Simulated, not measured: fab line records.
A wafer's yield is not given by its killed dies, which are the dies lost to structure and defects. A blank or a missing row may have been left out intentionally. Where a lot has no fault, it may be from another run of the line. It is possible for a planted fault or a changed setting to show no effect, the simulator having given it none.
Comparing a struck lot with a sound one	flow ritCmos	30 steps out of a route of 202
Sound: these wafers, L847.1, L847.5, L847.6. Struck: wafers L853.1, L853.4, L853.5. At the end, the cause is stated.
At each step with rows: each side's tool, then ch and its chambers, then its first start. Under that, the readings that differ: sound wafers	struck wafers	difference of the means	sigmas: that difference in standard deviations of wafers without a fault.
alike: a reading whose means differ by less than 2 such deviations, as well as words and numbers matching on both sides. not compared: withheld readings; readings where some wafer has no value; bounds like >300 that might hide an equal value; numbers whose values overlap and for which the record gives no deviation.
The two part at a step that has a row with sigmas, a row that says differs or no value, or rows on one side only. Non-overlapping numbers with no deviation appear without sigmas and do not part them. Lack of a reading on every wafer of one side parts them only where that side has two or more wafers.

first, 6 steps without rows for these wafers: RIT_SDANNEAL_RTA_03 (time 5 s); RIT_SILICIDE_WET_ETCH_00 (etches SiO2 in BOE, target depth 14 nm, time 15.32 s); RIT_SILICIDE_SPUTTER_01 (material Ti, target thk 30 nm, time 240 s); RIT_SILICIDE_RTA_04 (time 10 s, ramp up 5 s, ramp down 5 s); RIT_SILICIDE_WET_ETCH_05 (etches Ti in SPM, time 120 s); RIT_SILICIDE_RTA_06 (time 10 s, ramp up 5 s, ramp down 10 s).
RIT_CONTACT_CVD_00: deposits SiO2 from TEOS, target thk 400 nm, time 61 s.
  sound on pecvd-04 ch 1,2, day 3 02:42; struck on pecvd-04 ch 0,1,2, day 4 09:45
reading	sound	struck	difference	sigmas
rfFwdPowerW (W)	393.4 397.2 396.5	557.1 557.1 553.3	+160.1	+99 or more
model.SiO2_of_CONTACT_CVD_00.thkNm (nm)	399 409.3 403.5	435.4 443.5 441.7	+36.3	
  alike: heaterPowerW
RIT_CONTACT_THK_MEAS_01:
  sound on filmMetro-03 at day 3 02:46; struck on filmMetro-01 at day 4 09:48
reading	sound	struck	difference	sigmas
CONTACT_TEOS_THK (nm)	399 410 404	435 444 442	+36	+7
then, 7 steps without rows for these wafers: RIT_CONTACT_HMDS_02 (prime time 60 s); RIT_CONTACT_COAT_03 (resist thk 1000 nm); RIT_CONTACT_SOFTBAKE_04 (time 60 s); RIT_CONTACT_EXPOSE_05 (exposes mask M11, target cd 1000 nm); RIT_CONTACT_PEB_06; RIT_CONTACT_DEVELOP_07 (develop time 121.9 s); RIT_CONTACT_HARDBAKE_10 (time 60 s).
RIT_CONTACT_ETCH_11: etches SiO2 in CHF3/CF4/Ar, stops on TiSi2, target depth 480 nm, time 320 s.
  sound on rieDiel-01 ch 1,2,3, day 3 04:06; struck on rieDiel-03 ch 0,1,2, day 4 11:16
reading	sound	struck	difference	sigmas
model.etch.depthNm (nm)	399 409.3 403.5	435.4 443.5 441.7	+36.3	
model.CONTACT.featureDepthNm (nm)	399 409.3 403.5	435.4 443.5 441.7	+36.3	
  alike: drypumpMotorCurrentA, mfcArSccm, oesProductAu, throttleValvePct
  not compared: rfHoursCounterH
then, 11 steps without rows for these wafers: RIT_CONTACT_STRIP_12 (strips in O2, time 180 s); RIT_CONTACT_CLEAN_13 (cleans in SC1, time 600 s); RIT_CONTACT_CLEAN_14 (cleans in SC2, time 600 s); RIT_M1_SPUTTER_00 (material Al, target thk 400 nm, time 500 s); RIT_M1_HMDS_03 (prime time 60 s); RIT_M1_COAT_04 (resist thk 1300 nm); RIT_M1_SOFTBAKE_05 (time 60 s); RIT_M1_EXPOSE_06 (exposes mask M12, target cd 2600 nm); RIT_M1_PEB_07; RIT_M1_DEVELOP_08 (develop time 68 s); RIT_M1_HARDBAKE_11 (time 120 s).
RIT_M1_METAL_ETCH_12: etches Al in Cl2/BCl3, stops on SiO2, time 165 s, target depth 600 nm.
  sound on rieMetal-03 ch 0,1, day 3 06:42; struck on rieMetal-03 ch 0, day 4 14:00
reading	sound	struck	difference	sigmas
model.SiO2_of_CONTACT_CVD_00.thkNm (nm)	362.8 373.6 367.3	399.2 407.1 405.5	+36.0	
  alike: drypumpMotorCurrentA, heBacksideLeakSccm, oesProductAu, throttleValvePct
  not compared: rfHoursCounterH
then, 1 step without rows for these wafers: RIT_M1_STRIP_13 (strips in nmp, time 600 s).
RIT_M1_PROBE_99:
  sound on prober-02 at day 3 08:58; struck on prober-01 at day 4 16:15
reading	sound	struck	difference	sigmas
model.etest.fieldPMetal.vtV (V)	-28.35 -28.61 -28.79	-30.3 -30.89 -30.66	-2.0	
model.etest.antennaContact.vtShiftV (V)	-0.01451 -0.008063 -0.01131	-0.005106 -0.005583 -0.005437	+0.005919	
  alike: killedAtContacts, killedAtFrontEnd, killedDies, killedOpen, killedShort

## WHERE THEY PART
Last at RIT_CONTACT_THK_MEAS_01 as far as this record goes, first at RIT_CONTACT_CVD_00. Later steps at which nothing parts them and some readings are alike: RIT_CONTACT_ETCH_11, RIT_M1_METAL_ETCH_12, RIT_M1_PROBE_99.

WHY: what had been put in by the simulator
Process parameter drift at RIT_CONTACT_CVD_00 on pecvd-04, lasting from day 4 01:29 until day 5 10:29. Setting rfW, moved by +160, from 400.
